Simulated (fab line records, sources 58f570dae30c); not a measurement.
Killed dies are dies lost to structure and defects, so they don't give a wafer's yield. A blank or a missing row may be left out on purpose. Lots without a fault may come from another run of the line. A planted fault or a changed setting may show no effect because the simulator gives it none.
Which tool did it? | flow berkeley_cmos170 | 7 lots, 21 wafers sampled, at 2 steps of a route of 331

WHAT THE GAUGES READ, wafer by wafer
UCB170_GATE_THK_MEAS_02.
lot  | measured     | on            | GATE_OXIDE_THK (nm)
L965 | day 6 05:42  | film_metro-01 | 6.43 6.49 6.60
L971 | day 7 09:05  | film_metro-03 | 6.58 6.45 6.54
L976 | day 8 21:29  | film_metro-03 | 6.63 6.60 6.64
L980 | day 9 10:11  | film_metro-03 | 6.62 6.54 6.65
L983 | day 9 18:49  | film_metro-01 | 6.50 6.56 6.44
L985 | day 10 08:08 | film_metro-03 | 6.75 6.74 6.75
L987 | day 10 12:22 | film_metro-01 | 6.69 6.67 6.69

WHICH TOOL RAN EACH LOT (tool, then ch and the chambers of the sampled wafers, then the start)
lot  | UCB170_GATE_OXIDATION_01
L965 | furnace-03 ch 0, day 6 04:12
L971 | furnace-01 ch 0, day 7 07:34
L976 | furnace-03 ch 0, day 8 19:57
L980 | furnace-04 ch 0, day 9 08:41
L983 | furnace-04 ch 0, day 9 17:17
L985 | furnace-01 ch 0, day 10 06:37
L987 | furnace-01 ch 0, day 10 10:52
- UCB170_GATE_OXIDATION_01: target thk 6.6 nm, ox time 1800 s.

THE ANSWER, worked out from the rows above alone
Rule: what is usual is taken from the lots themselves. Put in order of their means at a reading, lots are off if they are a third of the lots or fewer, leave a main group of 4 or more, and stand apart from it by a gap of 3 or more times the standard deviation of the main group's means; of several such gaps the widest counts. A main group whose means are all the same, to the digits that the tables above print for the reading, isn't used. A lot without any number at a reading at which 4 lots or more have one is off too. The other lots that the step has rows for count as sound.
No lot is off at any reading shown: from this, nothing can be told.

WHAT THE SIMULATOR HAD PUT IN
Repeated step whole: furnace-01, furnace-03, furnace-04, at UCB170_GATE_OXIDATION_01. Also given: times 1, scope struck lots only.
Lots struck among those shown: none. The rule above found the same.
